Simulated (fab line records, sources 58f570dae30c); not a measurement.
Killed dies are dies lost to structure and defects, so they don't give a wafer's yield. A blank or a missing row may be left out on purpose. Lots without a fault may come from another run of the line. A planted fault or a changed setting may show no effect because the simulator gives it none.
fab line records | flow berkeley_cmos170
record lots=6 wafers=18 last_day=12
route steps=331 shown NWELL@33 PWELL@34
lots that met no fault: from a run of the same line without faults
start_h: hours from the record's first day to the start of the lot's first wafer shown | wait_h: hours since the lot's step before | " the same as in the row above | L1.1+2: a row that stands for several wafers | - no value, or no start given | * or withheld: withheld | < > ~ a bound
route shown NAME@n: a module of which the file shows steps, and the number in the route of the first | usual: mean/standard deviation of fault-free wafers | same: alike in all rows | chamber/n: place in a boat | sites: the reading at each site | _std_site: their standard deviation | _edge_site: outer sites' mean less inner sites' | radius_mm: how far each site lies from the wafer's centre | mask NAME#n: copy n | behind: the tool/chamber that last shaped the wafer | hold: why the lot was held/for how many hours/how that ended | device: the transistor (n, p or np) that didn't switch | end of line: the same wafers' tests at the end of the route | a step without rows: its recipe alone | killed: dies lost to structure and defects at the first sort, not the wafer's yield | map: a wafer's dies, x killed, . not, _ none there
set.NAME: the setting as run; set.NAME@STEP: as run at that earlier step | model.NAME: the simulator's own value behind a step, which no gauge read
lots at some steps of the route; a table a step, a row a wafer
## steps
# step UCB170_NWELL_WET_ETCH_19
# recipe chemistry=BOE dilution=5:1 target=SiO2 temp_c=25 time_s=22
# step UCB170_PWELL_CLEAN_00
# recipe chemistry=SPM temp_c=120 time_s=600
# step UCB170_PWELL_CLEAN_01
# recipe chemistry=dHF dilution=25:1 time_s=60
# step UCB170_PWELL_OXIDATION_02
# recipe temp_c=1000 ambient=O2 target_thk_a=264 ox_time_s=1260
# step UCB170_PWELL_THK_MEAS_03
# recipe reads=SiO2_of_PWELL_OXIDATION_02
# usual PWELL_OXIDE_THK=26.3/0.55
# columns lot.wafer tool chamber start_h wait_h PWELL_OXIDE_THK[nm]
L447.1 film_metro-02 - 54.38 0.0 26.4
L447.4 " - " " 26.4
L447.5 " - " " 26.1
L461.1 film_metro-04 - 134.28 0.0 26.5
L461.2 " - " " 26.4
L461.6 " - " " 26.6
L462.1 film_metro-03 - 134.28 0.0 26.1
L462.2 " - " " 25.9
L462.4 " - " " 25.9
L463.1 film_metro-04 - 140.13 0.0 27.2
L463.4 " - " " 27.4
L463.5 " - " " 26.9
L464.1 film_metro-02 - 140.13 0.0 26.9
L464.3 " - " " 27.1
L464.5 " - " " 27.3
L466.1 film_metro-02 - 146.98 0.0 26.6
L466.2 " - " " 26.9
L466.3 " - " " 26.8
# step UCB170_PWELL_ANNEAL_04
# recipe temp_c=1000 time_s=900 ambient=N2
# step UCB170_PWELL_CVD_05
# recipe material=Si3N4 target_thk_nm=220 temp_c=800 precursor=SiH2Cl2/NH3 time_s=3300 pressure_mtorr=200 sih2cl2_flow_sccm=25 nh3_flow_sccm=75
# step UCB170_PWELL_THK_MEAS_06
# recipe reads=Si3N4_of_PWELL_CVD_05
# usual PWELL_NITRIDE_THK=220.6/2.2
# columns lot.wafer tool chamber start_h wait_h PWELL_NITRIDE_THK[nm]
L447.1 film_metro-02 - 61.87 0.0 217.2
L447.4 " - " " 217.8
L447.5 " - " " 216.3
L461.1 film_metro-04 - 138.62 0.0 219.7
L461.2 " - " " 221.9
L461.6 " - " " 222.4
L462.1 film_metro-03 - 138.62 0.0 223.6
L462.2 " - " " 222.9
L462.4 " - " " 222.2
L463.1 film_metro-04 - 147.22 0.0 223.0
L463.4 " - " " 223.4
L463.5 " - " " 223.0
L464.1 film_metro-02 - 147.22 0.0 222.6
L464.3 " - " " 221.6
L464.5 " - " " 221.2
L466.1 film_metro-02 - 152.81 0.0 219.7
L466.2 " - " " 220.5
L466.3 " - " " 221.1
# step UCB170_PWELL_HMDS_07
# recipe prime_time_s=60 prime_temp_c=100
# step UCB170_PWELL_COAT_08
# recipe resist=KrF spin_rpm=1500 resist_thk_nm=900
# step UCB170_PWELL_SOFTBAKE_09
# recipe resist=KrF temp_c=130 time_s=60
# step UCB170_PWELL_EXPOSE_10
# recipe mask_id=PWELL target_cd_nm=3000 na=0.5 sigma_outer=0.6 source_shape=conventional dose_mj=19
# step UCB170_PWELL_PEB_11
# recipe peb_temp_c=130 peb_time_s=withheld resist=KrF
# usual chill_plate_temp_C=23.01/0.12 exhaust_pa=45.1/0.75
# columns lot.wafer tool chamber start_h wait_h chill_plate_temp_C exhaust_pa
L447.1 litho_track-01 0 62.64 0.1 22.91 45.0
L447.4 " 0 " " 22.92 45.6
L447.5 " 0 " " 22.82 44.6
L462.1 litho_track-03 0 139.33 0.2 23.05 44.5
L462.2 " 0 " " 23.06 44.8
L462.4 " 0 " " 23.10 44.0
L461.1 litho_track-04 - 139.45 0.1 - -
L461.2 " - " " - -
L461.6 " - " " - -
L463.1 litho_track-01 - 148.44 0.5 - -
L463.4 " - " " - -
L463.5 " - " " - -
L464.1 litho_track-03 0 148.79 0.6 23.09 45.7
L464.3 " 0 " " 23.21 45.9
L464.5 " 0 " " 23.12 47.5
L466.1 litho_track-01 0 153.44 0.1 23.05 45.5
L466.2 " 0 " " 23.01 45.1
L466.3 " 0 " " 23.05 45.1
# step UCB170_PWELL_DEVELOP_12
# recipe developer=TMAH develop_time_s=45 resist=KrF dev_temp_c=21
## key
first_sign step=UCB170_PWELL_PEB_11 reading=tool_record direction=missing
effect none on later readings
met_at UCB170_PWELL_PEB_11
struck_wafers L461.1,L461.2,L461.6,L463.1,L463.4,L463.5
later_rows_left_out L461.1,L461.2,L461.6,L463.1,L463.4,L463.5
sort_left_out L461.1,L461.2,L461.6,L463.1,L463.4,L463.5
tester_left_out L461,L463
onset_between 62.64 139.45
fault kind=skipped_step_whole tool=litho_track-01,litho_track-04 chamber=- onset_h=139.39 steps=UCB170_PWELL_PEB_11 scope=struck_lots_only
# tester_left_out: of these lots the tester's yield and bins aren't shown, on N5 and GAA mostly nor the transistor test; their killed dies are dies lost to structure and defects alone, not to doping, threshold or leakage, so they don't give the yield
# sort_left_out: the simulated sort isn't trusted on such a fault, so these wafers' sort isn't shown, and their yield isn't known
# later_rows_left_out: the simulator's readings of these wafers behind a module that went badly wrong aren't trusted and aren't shown, but for the sort
